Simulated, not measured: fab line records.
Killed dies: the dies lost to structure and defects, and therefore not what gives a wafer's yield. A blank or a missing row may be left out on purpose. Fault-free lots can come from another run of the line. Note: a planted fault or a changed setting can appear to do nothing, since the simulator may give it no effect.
fab line records | flow rit_cmos
record lots=14 | wafers=42 | last_day=7
route steps=202 shown NLDD@108
lots that met no fault: from a run of the same line without faults
start_h: hours from the record's first day to the start of the lot's first wafer shown | wait_h: hours elapsed since this lot's preceding step | " as in the row above | L1.1+2: several wafers, shown together as one row | - either no value or no given start | * or withheld: withheld | < > ~ a bound
route shown NAME@n: names a module that has steps shown in the file, with the first one's number in the route | usual: mean and standard deviation over wafers with no fault | same: alike in all rows | chamber/n: place in a boat | sites: readings site by site | _std_site: the standard deviation of these | _edge_site: inner sites' mean taken away from outer sites' mean | radius_mm: for every site, how far away it sits from the centre of the wafer | mask NAME#n: copy n | behind: the tool/chamber that last shaped the wafer | hold: cause of the lot's hold/its duration in hours/its outcome | device: whichever transistor did not switch (one of n, p or np) | end of line: tests of these same wafers at the route's end | a step given without rows: its recipe and nothing more | killed: the dies lost at the first sort to structure and to defects; this is not the yield of the wafer | map: shows each die of a wafer: x if killed, . if not, _ if none is there
set.NAME: the setting as run; set.NAME@STEP: as run at that earlier step | model.NAME: the simulator's own value behind a step, which no gauge read
a sample of lots followed through the steps of the route, with each step as a table and each wafer as a row
## steps
# step RIT_NLDD_DEVELOP_05
# recipe resist=NOVOLAK | develop_time_s=50 | dev_temp_c=23
# usual chill_plate_temp_C=23.00/0.11 | develop_time_s=50/0
lot.wafer | tool           | chamber | start_h | wait_h | chill_plate_temp_C | develop_time_s
L200.1    | litho_track-04 | 0       | 52      | -      | 22.87              | 50
L200.5    | "              | 0       | 53      | -      | 22.75              | 50
L200.6    | "              | 0       | "       | "      | 22.65              | 50
L202.1    | litho_track-01 | 0       | 62      | -      | 22.83              | 50
L202.2    | "              | 0       | "       | "      | 23.06              | 50
L202.5    | "              | 0       | 63      | -      | 22.94              | 50
L204.2    | litho_track-03 | 0       | 70      | -      | 22.96              | 50
L204.3    | "              | 0       | "       | "      | 22.96              | 50
L204.6    | "              | 0       | "       | "      | 22.81              | 50
L206.2    | litho_track-03 | 0       | 81      | -      | 23.22              | 50
L206.5    | "              | 0       | "       | "      | 23.06              | 50
L206.6    | "              | 0       | "       | "      | 22.97              | 50
L210.1    | litho_track-03 | -       | 100     | -      | -                  | -
L210.2    | "              | -       | "       | "      | -                  | -
L210.5    | "              | -       | "       | "      | -                  | -
L211.3    | litho_track-03 | -       | 106     | -      | -                  | -
L211.5    | "              | -       | 107     | -      | -                  | -
L211.6    | "              | -       | "       | "      | -                  | -
L213.1    | litho_track-01 | 0       | 116     | -      | 23.06              | 50
L213.4    | "              | 0       | "       | "      | 23.00              | 50
L213.5    | "              | 0       | "       | "      | 23.03              | 50
L214.2    | litho_track-01 | 0       | 121     | -      | 23.06              | 50
L214.4    | "              | 0       | "       | "      | 22.91              | 50
L214.5    | "              | 0       | "       | "      | 22.97              | 50
L215.3    | litho_track-03 | 0       | 127     | -      | 23.09              | 50
L215.5    | "              | 0       | "       | "      | 22.96              | 50
L215.6    | "              | 0       | "       | "      | 22.88              | 50
L217.2    | litho_track-03 | 0       | 137     | -      | 22.91              | 50
L217.5    | "              | 0       | "       | "      | 23.11              | 50
L217.6    | "              | 0       | "       | "      | 22.92              | 50
L218.1    | litho_track-03 | 0       | 142     | -      | 22.95              | 50
L218.2    | "              | 0       | "       | "      | 23.06              | 50
L218.6    | "              | 0       | "       | "      | 22.97              | 50
L219.1    | litho_track-04 | 0       | 146     | -      | 23.22              | 50
L219.3    | "              | 0       | "       | "      | 23.10              | 50
L219.5    | "              | 0       | "       | "      | 23.29              | 50
L220.2    | litho_track-03 | 0       | 150     | -      | 22.82              | 50
L220.4    | "              | 0       | "       | "      | 22.90              | 50
L220.6    | "              | 0       | "       | "      | 23.07              | 50
L221.1    | litho_track-04 | 0       | 155     | -      | 22.82              | 50
L221.2    | "              | 0       | "       | "      | 22.91              | 50
L221.3    | "              | 0       | "       | "      | 22.85              | 50
## key
first_sign step=RIT_NLDD_DEVELOP_05 | reading=tool_record | direction=missing
effect none on later readings
met_at RIT_NLDD_DEVELOP_05
struck_lots L210,L211
sort_left_out L210.1,L210.2,L210.5,L211.3,L211.5,L211.6
tester_left_out L210,L211
onset_between 81 100
fault kind=skipped_step_whole | tool=litho_track-03 | chamber=- | onset_h=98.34 | steps=RIT_NLDD_DEVELOP_05 | scope=struck_lots_only
# tester_left_out: of these lots the tester's yield and bins aren't shown, on N5 and GAA mostly nor the transistor test; their killed dies are dies lost to structure and defects alone, not to doping, threshold or leakage, so they don't give the yield
# sort_left_out: the simulated sort isn't trusted on such a fault, so these wafers' sort isn't shown, and their yield isn't known
